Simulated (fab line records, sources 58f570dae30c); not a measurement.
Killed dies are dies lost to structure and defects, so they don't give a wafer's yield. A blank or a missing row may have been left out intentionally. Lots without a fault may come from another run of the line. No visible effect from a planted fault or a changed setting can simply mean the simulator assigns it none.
A single fault, viewed from 2 desks | flow berkeley_cmos170 | every desk sees just its own numbers, and what lay behind them comes last

== THE TOOL OWNER'S DESK: furnace-03 ==
Per lot that ran on this tool, the mean of the sampled wafers carrying a number, from the tool's own readings at UCB170_M1_ANNEAL_14 (time 1200 s). Any lot whose mean is over 4 standard deviations away from the usual mean is out of limits and marked OUT; that distance is given in the brackets. Of its 8 readings 7 are shown: the one that was out of limits first, and those that lie furthest out on some lot.
Columns: A = spike_tc_centre_C at UCB170_M1_ANNEAL_14, usual 403.8 C; B = spike_tc_load_C at UCB170_M1_ANNEAL_14, usual 414.7 C; C = spike_tc_source_C at UCB170_M1_ANNEAL_14, usual 416.7 C; D = tube_center_temp_C at UCB170_M1_ANNEAL_14, usual 400 C; E = tube_center_temp_C_max at UCB170_M1_ANNEAL_14, usual 401.03; F = zone_power_load_pct at UCB170_M1_ANNEAL_14, usual 5.91 %; G = zone_power_source_pct at UCB170_M1_ANNEAL_14, usual 4.79 %
lot  | first seen here | A               | B               | C               | D                     | E                        | F              | G
L180 | day 8 19:28     | 403.1           | 415.0           | 416.2           | 400                   | 401.02                   | 5.99           | 4.74
L185 | day 9 08:14     | 403.6           | 415.3           | 417.9           | 400                   | 401.01                   | 5.93           | 4.82
L190 | day 10 11:36    | 404.4           | 414.9           | 416.0           | 400                   | 401.09                   | 5.88           | 4.77
L191 | day 11 07:10    | 404.5           | 414.5           | 417.0           | 400                   | 400.94                   | 5.90           | 4.77
L197 | day 12 18:33    | 483.7 (+81) OUT | 497.0 (+85) OUT | 498.6 (+88) OUT | 480 (+99 or more) OUT | 481.08 (+99 or more) OUT | 8.07 (+39) OUT | 6.54 (+35) OUT
L198 | day 12 18:33    | 484.1 (+81) OUT | 495.4 (+83) OUT | 497.4 (+87) OUT | 480 (+99 or more) OUT | 481.03 (+99 or more) OUT | 8.08 (+39) OUT | 6.58 (+36) OUT
L199 | day 12 18:33    | 483.6 (+81) OUT | 496.0 (+84) OUT | 497.3 (+87) OUT | 480 (+99 or more) OUT | 481.14 (+99 or more) OUT | 8.10 (+39) OUT | 6.56 (+35) OUT
This desk finds L197, L198, L199 out of limits, L197 being first, at day 12 18:33 (spike_tc_centre_C at UCB170_M1_ANNEAL_14). Within limits: L180, L185, L190, L191.

== AT THE METROLOGY DESK ==
What the gauges read, lot by lot, whatever tool the lot ran on: means of the sampled wafers that have a number. Any lot whose mean is over 4 standard deviations away from the usual mean is out of limits and marked OUT; that distance is given in the brackets.
Columns: A = cd_nm at UCB170_M1_CD_MEAS_09, usual 699.8 nm; B = M1_OVL at UCB170_M1_OVL_MEAS_10, usual 1 nm; C = cd_nm at UCB170_M1_CD_MEAS_90, usual 699.8 nm
lot  | first seen here | A     | B  | C
L180 | day 8 18:49     | 701.1 | 5  | 702.6
L185 | day 9 07:18     | 699.5 | -1 | 699.7
L190 | day 10 10:02    | 698.1 | 5  | 699.1
L191 | day 11 06:37    | 701.4 | -6 | 703.0
L199 | day 12 08:29    | 701.1 | 6  | 700.6
L198 | day 12 08:45    | 699.5 | 1  | 701.1
L197 | day 12 10:18    | 698.5 | -9 | 698.1
Result from this desk: across the 7 lots, nothing is out of limits.

== PUT TOGETHER ==
The tool owner's desk could have raised an alarm at day 12 18:33, on L197, L198, L199.
The metrology desk saw nothing out of limits.
The metrology desk has L197, L198, L199 on record, within its limits.
The lots listed all ran UCB170_M1_ANNEAL_14 on furnace-03.

== WHAT THE SIMULATOR HAD INSERTED ==
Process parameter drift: furnace-03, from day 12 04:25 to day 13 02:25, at UCB170_M1_ANNEAL_14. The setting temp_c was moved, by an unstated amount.
Shown lots that were struck: L197, L198, L199.
Each desk's first reading out of limits, in hours after the fault started: the tool owner's desk, 14.
